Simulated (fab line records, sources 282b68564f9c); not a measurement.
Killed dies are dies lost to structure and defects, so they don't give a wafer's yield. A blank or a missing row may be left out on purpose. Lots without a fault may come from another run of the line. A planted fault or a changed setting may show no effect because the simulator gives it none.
Split-lot experiment | flow rit_cmos | 5 lots, 23 wafers read, on a route of 202 steps

THE SPLIT
At RIT_NRETRO_IMPLANT_08, the setting energy_kev was moved away from the recipe's 70 on 5 of the 23 wafers read, by -3.9% to +5.2%. The other wafers ran this setting at the recipe's value.

The reading is taken at the split's own step.

THE READING
implant.drp_nm (the simulator's own value, which no gauge read), in nm, at RIT_NRETRO_IMPLANT_08. The file gives no usual value for it.

wafer  | tool, chamber at the split | energy_kev as run | against the recipe | implant.drp_nm, nm | against lot-mates on the recipe
L075.1 | implanter-03, 0            | 73.66             | +5.2%              | 35.42              | +1.48
L075.3 | implanter-03, 0            | 73.66             | +5.2%              | 35.42              | +1.48
L075.4 | implanter-03, 0            | 73.66             | +5.2%              | 35.42              | +1.48
L075.2 | implanter-03, 0            | 70                | recipe             | 33.94              | -
L075.5 | implanter-03, 0            | 70                | recipe             | 33.94              | -
L076.1 | implanter-01, 0            | 70                | recipe             | 33.94              | -
L076.4 | implanter-01, 0            | 70                | recipe             | 33.94              | -
L076.5 | implanter-01, 0            | 70                | recipe             | 33.94              | -
L080.1 | implanter-03, 0            | 67.26             | -3.9%              | 32.8               | -1.14
L080.4 | implanter-03, 0            | 67.26             | -3.9%              | 32.8               | -1.14
L080.2 | implanter-03, 0            | 70                | recipe             | 33.94              | -
L080.3 | implanter-03, 0            | 70                | recipe             | 33.94              | -
L080.5 | implanter-03, 0            | 70                | recipe             | 33.94              | -
L082.1 | implanter-03, 0            | 70                | recipe             | 33.94              | -
L082.2 | implanter-03, 0            | 70                | recipe             | 33.94              | -
L082.3 | implanter-03, 0            | 70                | recipe             | 33.94              | -
L082.4 | implanter-03, 0            | 70                | recipe             | 33.94              | -
L082.5 | implanter-03, 0            | 70                | recipe             | 33.94              | -
L085.2 | implanter-01, 0            | 70                | recipe             | 33.94              | -
L085.3 | implanter-01, 0            | 70                | recipe             | 33.94              | -
L085.4 | implanter-01, 0            | 70                | recipe             | 33.94              | -
L085.5 | implanter-01, 0            | 70                | recipe             | 33.94              | -
L085.6 | implanter-01, 0            | 70                | recipe             | 33.94              | -

THE FIT
A straight line over all 23 wafers: implant.drp_nm changes by +0.286 nm for each +1% of energy_kev; r = +1.00; the points scatter about the line by 0.0075 nm.
The same after taking each lot's own level away (the mean of its wafers on the recipe; 23 wafers): +0.286 nm for each +1%; r = +1.00; scatter 0.0075 nm.
On that fit, the largest move of energy_kev shifts the reading by 1.5 nm.
The lots' own levels span 33.940 to 33.940 nm.
So the lot-to-lot level changes the slope little: the two slopes agree.
Check: with one of the wafers moved furthest among these (+5.2%) left out of the fit, the line predicts +1.49 nm for it against its lot-mates. It came out at +1.48 nm against them.

OTHER SPLITS ON THESE WAFERS
These wafers also went through other splits before the reading. Each is held against what the fit with the lots' levels taken away leaves over:
other split on the same wafers    | wafers away from the commonest value | r with implant.drp_nm (lot level and that fit taken away)
RIT_ACTIVE_OXIDATION_01 ox_time_s | 10                                   | +0.41
RIT_NWELL_COAT_01 spin_rpm        | 6                                    | -0.26
RIT_NWELL_IMPLANT_08 dose_cm2     | 7                                    | +0.12
RIT_PWELL_IMPLANT_08 dose_cm2     | 7                                    | +0.60
RIT_NRETRO_COAT_01 spin_rpm       | 4                                    | -0.19

THE WHOLE CHAIN: every reading that the file lists as answering this split, in the file's order
step                  | what it does | reading                                                         | change (the file's fit)               | r (the file's)
RIT_NRETRO_IMPLANT_08 |              | implant.rp_nm (the simulator's own value, which no gauge read)  | +0.86 nm for each +1% of the setting  | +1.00
RIT_NRETRO_IMPLANT_08 |              | implant.drp_nm (the simulator's own value, which no gauge read) | +0.286 nm for each +1% of the setting | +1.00

THE FILE'S OWN FIT
implant.drp_nm changes by +0.286 nm for each +1% of energy_kev, r = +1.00.
